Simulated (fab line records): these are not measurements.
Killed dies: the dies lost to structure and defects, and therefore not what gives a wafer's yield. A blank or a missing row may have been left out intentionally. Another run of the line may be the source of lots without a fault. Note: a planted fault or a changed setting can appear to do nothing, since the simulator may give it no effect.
fab line records / flow rit-cmos
[record] lots = 14 wafers = 42 last-day = 7
route steps=202 shown NSD@139
lots with no fault: from the same line, run without faults
start-h: start of the lot's first displayed wafer, in hours after the record's first day / wait-h: hours elapsed since this lot's preceding step / " the same as in the row above / L1.1+2: several wafers, shown together as one row / - value missing, or start not given / * or withheld: withheld / < > ~ a bound
route shown NAME@n: names a module that has steps shown in the file, with the first one's number in the route / usual: mean/standard deviation of fault-free wafers / same: alike in all rows / chamber/n: place in a boat / sites: the reading at each site / _std_site: the standard deviation of these / _edge_site: mean of outer sites minus mean of inner sites / radius-mm: for every site, how far away it sits from the centre of the wafer / mask NAME#n: copy n / behind: the tool/chamber that last shaped the wafer / hold: what put the lot on hold/how long, in hours/how the hold closed / device: transistor that didn't switch, given as n, p or np / end of line: the tests these same wafers got at the end of their route / a step without rows: its recipe alone / killed: dies that structure and defects cost at the first sort, which is not the same as the wafer's yield / map: a wafer's dies, x killed, . not, _ none there
set.NAME: setting as actually run; set.NAME@STEP: the setting as run at that earlier step / model.NAME: the simulator's own value behind a step, which no gauge read
a sample of lots followed through the steps of the route, with each step as a table and each wafer as a row
services: a tool's chamber out of use, with start hour (start-h, from the record's first day; less than 0 if before it), hours out, and reason
[[steps]]
[step RIT_NSD_IMPLANT_08]
[recipe] species = P energy-kev = 25 dose-cm2 = 1e+15 tilt-deg = 7
[usual] dose-ions-cm2 = 9.999e+14/1.1e+12 faraday-current-uA = 3128/59
lot.wafer=L298.2 tool=implanter-03 chamber=0 start-h=53.66 wait-h=0.1 dose-ions-cm2=1.0005e+15 faraday-current-uA=3129
lot.wafer=L298.5 tool=implanter-03 chamber=0 start-h=53.66 wait-h=0.1 dose-ions-cm2=1.0016e+15 faraday-current-uA=3118
lot.wafer=L298.6 tool=implanter-03 chamber=0 start-h=53.66 wait-h=0.1 dose-ions-cm2=9.999e+14 faraday-current-uA=3078
lot.wafer=L299.2 tool=implanter-04 chamber=0 start-h=57.60 wait-h=0.1 dose-ions-cm2=1.0001e+15 faraday-current-uA=3097
lot.wafer=L299.4 tool=implanter-04 chamber=0 start-h=57.60 wait-h=0.1 dose-ions-cm2=9.994e+14 faraday-current-uA=3116
lot.wafer=L299.5 tool=implanter-04 chamber=0 start-h=57.60 wait-h=0.1 dose-ions-cm2=9.991e+14 faraday-current-uA=3196
lot.wafer=L300.1 tool=implanter-03 chamber=0 start-h=61.82 wait-h=0.1 dose-ions-cm2=9.965e+14 faraday-current-uA=3171
lot.wafer=L300.5 tool=implanter-03 chamber=0 start-h=61.82 wait-h=0.1 dose-ions-cm2=9.989e+14 faraday-current-uA=2985
lot.wafer=L300.6 tool=implanter-03 chamber=0 start-h=61.82 wait-h=0.1 dose-ions-cm2=1.0008e+15 faraday-current-uA=3133
lot.wafer=L301.1 tool=implanter-04 chamber=0 start-h=68.50 wait-h=0.1 dose-ions-cm2=9.996e+14 faraday-current-uA=3252
lot.wafer=L301.4 tool=implanter-04 chamber=0 start-h=68.50 wait-h=0.1 dose-ions-cm2=9.999e+14 faraday-current-uA=3149
lot.wafer=L301.6 tool=implanter-04 chamber=0 start-h=68.50 wait-h=0.1 dose-ions-cm2=9.992e+14 faraday-current-uA=3055
lot.wafer=L302.1 tool=implanter-03 chamber=0 start-h=76.94 wait-h=0.1 dose-ions-cm2=9.983e+14 faraday-current-uA=3144
lot.wafer=L302.4 tool=implanter-03 chamber=0 start-h=76.94 wait-h=0.1 dose-ions-cm2=9.989e+14 faraday-current-uA=3150
lot.wafer=L302.6 tool=implanter-03 chamber=0 start-h=76.94 wait-h=0.1 dose-ions-cm2=9.986e+14 faraday-current-uA=3120
lot.wafer=L303.3 tool=implanter-03 chamber=0 start-h=80.64 wait-h=0.1 dose-ions-cm2=7e+14 faraday-current-uA=2185
lot.wafer=L303.5 tool=implanter-03 chamber=0 start-h=80.64 wait-h=0.1 dose-ions-cm2=6.986e+14 faraday-current-uA=2148
lot.wafer=L303.6 tool=implanter-03 chamber=0 start-h=80.64 wait-h=0.1 dose-ions-cm2=6.991e+14 faraday-current-uA=2190
lot.wafer=L304.2 tool=implanter-02 chamber=0 start-h=84.05 wait-h=0.1 dose-ions-cm2=9.988e+14 faraday-current-uA=3048
lot.wafer=L304.3 tool=implanter-02 chamber=0 start-h=84.05 wait-h=0.1 dose-ions-cm2=1.0015e+15 faraday-current-uA=3091
lot.wafer=L304.4 tool=implanter-02 chamber=0 start-h=84.05 wait-h=0.1 dose-ions-cm2=1.0014e+15 faraday-current-uA=3190
lot.wafer=L305.1 tool=implanter-03 chamber=0 start-h=92.33 wait-h=0.1 dose-ions-cm2=7.014e+14 faraday-current-uA=2200
lot.wafer=L305.3 tool=implanter-03 chamber=0 start-h=92.33 wait-h=0.1 dose-ions-cm2=7.003e+14 faraday-current-uA=2175
lot.wafer=L305.4 tool=implanter-03 chamber=0 start-h=92.33 wait-h=0.1 dose-ions-cm2=7e+14 faraday-current-uA=2228
lot.wafer=L313.1 tool=implanter-04 chamber=0 start-h=135.05 wait-h=0.1 dose-ions-cm2=9.986e+14 faraday-current-uA=3055
lot.wafer=L313.3 tool=implanter-04 chamber=0 start-h=135.05 wait-h=0.1 dose-ions-cm2=1.0003e+15 faraday-current-uA=3202
lot.wafer=L313.6 tool=implanter-04 chamber=0 start-h=135.05 wait-h=0.1 dose-ions-cm2=9.99e+14 faraday-current-uA=3148
lot.wafer=L314.2 tool=implanter-04 chamber=0 start-h=137.35 wait-h=0.1 dose-ions-cm2=9.988e+14 faraday-current-uA=3069
lot.wafer=L314.5 tool=implanter-04 chamber=0 start-h=137.35 wait-h=0.1 dose-ions-cm2=9.987e+14 faraday-current-uA=3172
lot.wafer=L314.6 tool=implanter-04 chamber=0 start-h=137.35 wait-h=0.1 dose-ions-cm2=9.988e+14 faraday-current-uA=3176
lot.wafer=L317.1 tool=implanter-03 chamber=0 start-h=152.66 wait-h=0.1 dose-ions-cm2=1.0001e+15 faraday-current-uA=3102
lot.wafer=L317.2 tool=implanter-03 chamber=0 start-h=152.66 wait-h=0.1 dose-ions-cm2=1.0013e+15 faraday-current-uA=3203
lot.wafer=L317.3 tool=implanter-03 chamber=0 start-h=152.66 wait-h=0.1 dose-ions-cm2=1.0001e+15 faraday-current-uA=3044
lot.wafer=L318.2 tool=implanter-04 chamber=0 start-h=155.32 wait-h=0.1 dose-ions-cm2=1.0012e+15 faraday-current-uA=2973
lot.wafer=L318.3 tool=implanter-04 chamber=0 start-h=155.32 wait-h=0.1 dose-ions-cm2=1.0008e+15 faraday-current-uA=3127
lot.wafer=L318.6 tool=implanter-04 chamber=0 start-h=155.32 wait-h=0.1 dose-ions-cm2=1.0023e+15 faraday-current-uA=3123
lot.wafer=L319.1 tool=implanter-04 chamber=0 start-h=161.57 wait-h=0.1 dose-ions-cm2=9.986e+14 faraday-current-uA=3186
lot.wafer=L319.2 tool=implanter-04 chamber=0 start-h=161.57 wait-h=0.1 dose-ions-cm2=9.979e+14 faraday-current-uA=3086
lot.wafer=L319.5 tool=implanter-04 chamber=0 start-h=161.57 wait-h=0.1 dose-ions-cm2=9.986e+14 faraday-current-uA=3198
lot.wafer=L320.1 tool=implanter-03 chamber=0 start-h=167.24 wait-h=0.1 dose-ions-cm2=9.997e+14 faraday-current-uA=3092
lot.wafer=L320.2 tool=implanter-03 chamber=0 start-h=167.24 wait-h=0.1 dose-ions-cm2=1.0006e+15 faraday-current-uA=3074
lot.wafer=L320.4 tool=implanter-03 chamber=0 start-h=167.24 wait-h=0.1 dose-ions-cm2=1.001e+15 faraday-current-uA=3161
[step RIT_NSD_TW_MEAS_10]
[usual] NSD_TW = 3110/14
lot.wafer=L298.2 tool=film-metro-02 chamber=- start-h=53.97 wait-h=0.1 NSD_TW=3090
lot.wafer=L298.5 tool=film-metro-02 chamber=- start-h=53.97 wait-h=0.1 NSD_TW=3088
lot.wafer=L298.6 tool=film-metro-02 chamber=- start-h=53.97 wait-h=0.1 NSD_TW=3100
lot.wafer=L299.2 tool=film-metro-03 chamber=- start-h=57.91 wait-h=0.1 NSD_TW=3100
lot.wafer=L299.4 tool=film-metro-03 chamber=- start-h=57.91 wait-h=0.1 NSD_TW=3105
lot.wafer=L299.5 tool=film-metro-03 chamber=- start-h=57.91 wait-h=0.1 NSD_TW=3105
lot.wafer=L300.1 tool=film-metro-02 chamber=- start-h=62.14 wait-h=0.1 NSD_TW=3109
lot.wafer=L300.5 tool=film-metro-02 chamber=- start-h=62.14 wait-h=0.1 NSD_TW=3093
lot.wafer=L300.6 tool=film-metro-02 chamber=- start-h=62.14 wait-h=0.1 NSD_TW=3095
lot.wafer=L301.1 tool=film-metro-04 chamber=- start-h=68.82 wait-h=0.1 NSD_TW=3113
lot.wafer=L301.4 tool=film-metro-04 chamber=- start-h=68.82 wait-h=0.1 NSD_TW=3118
lot.wafer=L301.6 tool=film-metro-04 chamber=- start-h=68.82 wait-h=0.1 NSD_TW=3112
lot.wafer=L302.1 tool=film-metro-03 chamber=- start-h=77.26 wait-h=0.1 NSD_TW=3121
lot.wafer=L302.4 tool=film-metro-03 chamber=- start-h=77.26 wait-h=0.1 NSD_TW=3118
lot.wafer=L302.6 tool=film-metro-03 chamber=- start-h=77.26 wait-h=0.1 NSD_TW=3114
lot.wafer=L303.3 tool=film-metro-04 chamber=- start-h=80.93 wait-h=0.1 NSD_TW=2875
lot.wafer=L303.5 tool=film-metro-04 chamber=- start-h=80.93 wait-h=0.1 NSD_TW=2877
lot.wafer=L303.6 tool=film-metro-04 chamber=- start-h=80.93 wait-h=0.1 NSD_TW=2868
lot.wafer=L304.2 tool=film-metro-04 chamber=- start-h=84.36 wait-h=0.1 NSD_TW=3111
lot.wafer=L304.3 tool=film-metro-04 chamber=- start-h=84.36 wait-h=0.1 NSD_TW=3113
lot.wafer=L304.4 tool=film-metro-04 chamber=- start-h=84.36 wait-h=0.1 NSD_TW=3100
lot.wafer=L305.1 tool=film-metro-02 chamber=- start-h=92.66 wait-h=0.1 NSD_TW=2895
lot.wafer=L305.3 tool=film-metro-02 chamber=- start-h=92.66 wait-h=0.1 NSD_TW=2886
lot.wafer=L305.4 tool=film-metro-02 chamber=- start-h=92.66 wait-h=0.1 NSD_TW=2889
lot.wafer=L313.1 tool=film-metro-03 chamber=- start-h=135.38 wait-h=0.1 NSD_TW=3108
lot.wafer=L313.3 tool=film-metro-03 chamber=- start-h=135.38 wait-h=0.1 NSD_TW=3099
lot.wafer=L313.6 tool=film-metro-03 chamber=- start-h=135.38 wait-h=0.1 NSD_TW=3092
lot.wafer=L314.2 tool=film-metro-02 chamber=- start-h=137.66 wait-h=0.1 NSD_TW=3128
lot.wafer=L314.5 tool=film-metro-02 chamber=- start-h=137.66 wait-h=0.1 NSD_TW=3125
lot.wafer=L314.6 tool=film-metro-02 chamber=- start-h=137.66 wait-h=0.1 NSD_TW=3125
lot.wafer=L317.1 tool=film-metro-04 chamber=- start-h=152.98 wait-h=0.1 NSD_TW=3116
lot.wafer=L317.2 tool=film-metro-04 chamber=- start-h=152.98 wait-h=0.1 NSD_TW=3095
lot.wafer=L317.3 tool=film-metro-04 chamber=- start-h=152.98 wait-h=0.1 NSD_TW=3088
lot.wafer=L318.2 tool=film-metro-03 chamber=- start-h=155.63 wait-h=0.1 NSD_TW=3121
lot.wafer=L318.3 tool=film-metro-03 chamber=- start-h=155.63 wait-h=0.1 NSD_TW=3110
lot.wafer=L318.6 tool=film-metro-03 chamber=- start-h=155.63 wait-h=0.1 NSD_TW=3121
lot.wafer=L319.1 tool=film-metro-02 chamber=- start-h=161.89 wait-h=0.1 NSD_TW=3116
lot.wafer=L319.2 tool=film-metro-02 chamber=- start-h=161.89 wait-h=0.1 NSD_TW=3098
lot.wafer=L319.5 tool=film-metro-02 chamber=- start-h=161.89 wait-h=0.1 NSD_TW=3120
lot.wafer=L320.1 tool=film-metro-02 chamber=- start-h=167.57 wait-h=0.1 NSD_TW=3115
lot.wafer=L320.2 tool=film-metro-02 chamber=- start-h=167.57 wait-h=0.1 NSD_TW=3118
lot.wafer=L320.4 tool=film-metro-02 chamber=- start-h=167.57 wait-h=0.1 NSD_TW=3106
[step RIT_SDANNEAL_RS_MEAS_05]
[recipe] thk-meas-gauge = four-point-probe
[usual] NSD_RS = 84.45/0.25
lot.wafer=L298.2 tool=film-metro-02 chamber=- start-h=56.00 wait-h=0.1 NSD_RS[ohm/sq]=84.63
lot.wafer=L298.5 tool=film-metro-02 chamber=- start-h=56.00 wait-h=0.1 NSD_RS[ohm/sq]=84.63
lot.wafer=L298.6 tool=film-metro-02 chamber=- start-h=56.00 wait-h=0.1 NSD_RS[ohm/sq]=84.92
lot.wafer=L299.2 tool=film-metro-02 chamber=- start-h=60.12 wait-h=0.1 NSD_RS[ohm/sq]=84.08
lot.wafer=L299.4 tool=film-metro-02 chamber=- start-h=60.12 wait-h=0.1 NSD_RS[ohm/sq]=84.48
lot.wafer=L299.5 tool=film-metro-02 chamber=- start-h=60.12 wait-h=0.1 NSD_RS[ohm/sq]=84.18
lot.wafer=L300.1 tool=film-metro-04 chamber=- start-h=64.20 wait-h=0.1 NSD_RS[ohm/sq]=84.80
lot.wafer=L300.5 tool=film-metro-04 chamber=- start-h=64.20 wait-h=0.1 NSD_RS[ohm/sq]=84.97
lot.wafer=L300.6 tool=film-metro-04 chamber=- start-h=64.20 wait-h=0.1 NSD_RS[ohm/sq]=84.89
lot.wafer=L301.1 tool=film-metro-02 chamber=- start-h=70.94 wait-h=0.1 NSD_RS[ohm/sq]=84.45
lot.wafer=L301.4 tool=film-metro-02 chamber=- start-h=70.94 wait-h=0.1 NSD_RS[ohm/sq]=84.53
lot.wafer=L301.6 tool=film-metro-02 chamber=- start-h=70.94 wait-h=0.1 NSD_RS[ohm/sq]=84.78
lot.wafer=L302.1 tool=film-metro-03 chamber=- start-h=79.47 wait-h=0.1 NSD_RS[ohm/sq]=84.25
lot.wafer=L302.4 tool=film-metro-03 chamber=- start-h=79.47 wait-h=0.1 NSD_RS[ohm/sq]=84.15
lot.wafer=L302.6 tool=film-metro-03 chamber=- start-h=79.47 wait-h=0.1 NSD_RS[ohm/sq]=84.02
lot.wafer=L303.3 tool=film-metro-02 chamber=- start-h=83.14 wait-h=0.1 NSD_RS[ohm/sq]=111.98
lot.wafer=L303.5 tool=film-metro-02 chamber=- start-h=83.14 wait-h=0.1 NSD_RS[ohm/sq]=112.42
lot.wafer=L303.6 tool=film-metro-02 chamber=- start-h=83.14 wait-h=0.1 NSD_RS[ohm/sq]=112.40
lot.wafer=L304.2 tool=film-metro-03 chamber=- start-h=86.65 wait-h=0.1 NSD_RS[ohm/sq]=84.23
lot.wafer=L304.3 tool=film-metro-03 chamber=- start-h=86.65 wait-h=0.1 NSD_RS[ohm/sq]=84.47
lot.wafer=L304.4 tool=film-metro-03 chamber=- start-h=86.65 wait-h=0.1 NSD_RS[ohm/sq]=84.31
lot.wafer=L305.1 tool=film-metro-03 chamber=- start-h=94.81 wait-h=0.1 NSD_RS[ohm/sq]=111.76
lot.wafer=L305.3 tool=film-metro-03 chamber=- start-h=94.81 wait-h=0.1 NSD_RS[ohm/sq]=111.59
lot.wafer=L305.4 tool=film-metro-03 chamber=- start-h=94.81 wait-h=0.1 NSD_RS[ohm/sq]=111.58
lot.wafer=L313.1 tool=film-metro-03 chamber=- start-h=137.40 wait-h=0.1 NSD_RS[ohm/sq]=84.55
lot.wafer=L313.3 tool=film-metro-03 chamber=- start-h=137.40 wait-h=0.1 NSD_RS[ohm/sq]=84.68
lot.wafer=L313.6 tool=film-metro-03 chamber=- start-h=137.40 wait-h=0.1 NSD_RS[ohm/sq]=84.46
lot.wafer=L314.2 tool=film-metro-03 chamber=- start-h=139.79 wait-h=0.1 NSD_RS[ohm/sq]=84.23
lot.wafer=L314.5 tool=film-metro-03 chamber=- start-h=139.79 wait-h=0.1 NSD_RS[ohm/sq]=84.57
lot.wafer=L314.6 tool=film-metro-03 chamber=- start-h=139.79 wait-h=0.1 NSD_RS[ohm/sq]=84.69
lot.wafer=L317.1 tool=film-metro-04 chamber=- start-h=155.01 wait-h=0.1 NSD_RS[ohm/sq]=84.13
lot.wafer=L317.2 tool=film-metro-04 chamber=- start-h=155.01 wait-h=0.1 NSD_RS[ohm/sq]=84.54
lot.wafer=L317.3 tool=film-metro-04 chamber=- start-h=155.01 wait-h=0.1 NSD_RS[ohm/sq]=84.66
lot.wafer=L318.2 tool=film-metro-04 chamber=- start-h=157.75 wait-h=0.1 NSD_RS[ohm/sq]=84.54
lot.wafer=L318.3 tool=film-metro-04 chamber=- start-h=157.75 wait-h=0.1 NSD_RS[ohm/sq]=84.24
lot.wafer=L318.6 tool=film-metro-04 chamber=- start-h=157.75 wait-h=0.1 NSD_RS[ohm/sq]=84.46
lot.wafer=L319.1 tool=film-metro-02 chamber=- start-h=164.24 wait-h=0.1 NSD_RS[ohm/sq]=84.58
lot.wafer=L319.2 tool=film-metro-02 chamber=- start-h=164.24 wait-h=0.1 NSD_RS[ohm/sq]=84.49
lot.wafer=L319.5 tool=film-metro-02 chamber=- start-h=164.24 wait-h=0.1 NSD_RS[ohm/sq]=84.60
lot.wafer=L320.1 tool=film-metro-03 chamber=- start-h=169.96 wait-h=0.1 NSD_RS[ohm/sq]=84.80
lot.wafer=L320.2 tool=film-metro-03 chamber=- start-h=169.96 wait-h=0.1 NSD_RS[ohm/sq]=84.81
lot.wafer=L320.4 tool=film-metro-03 chamber=- start-h=169.96 wait-h=0.1 NSD_RS[ohm/sq]=84.58
[[services]]
tool=implanter-03 chamber=- start-h=46.06 hours=2.7 kind=pm
tool=implanter-03 chamber=- start-h=66.78 hours=3.7 kind=repair
[[key]]
[first-sign] step = RIT_NSD_IMPLANT_08 reading = dose-ions-cm2 direction = down sigmas = 99+ usual = 9.999e+14 struck = 6.999e+14
[effect] step = RIT_NSD_IMPLANT_08 reading = faraday-current-uA direction = down sigmas = 16 usual = 3128 struck = 2188
[effect] step = RIT_NSD_TW_MEAS_10 reading = NSD_TW direction = down sigmas = 16 usual = 3110 struck = 2882
[effect] step = RIT_SDANNEAL_RS_MEAS_05 reading = NSD_RS direction = up sigmas = 99+ usual = 84.45 struck = 111.96
met-at RIT_NSD_IMPLANT_08
struck-lots L303,L305
tester-left-out L303,L305
onset-between 76.94 80.64
[fault] kind = process-parameter-drift tool = implanter-03 chamber = - onset-h = 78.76 steps = RIT_NSD_IMPLANT_08 channel = dose-cm2 offset = -3e+14 shape = step end-h = 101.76 acts-in = these-recipes-only stated = 1e+15
// tester-left-out: of these lots the tester's yield and bins aren't shown, on N5 and GAA mostly nor the transistor test; their killed dies are dies lost to structure and defects alone, not to doping, threshold or leakage, so they don't give the yield
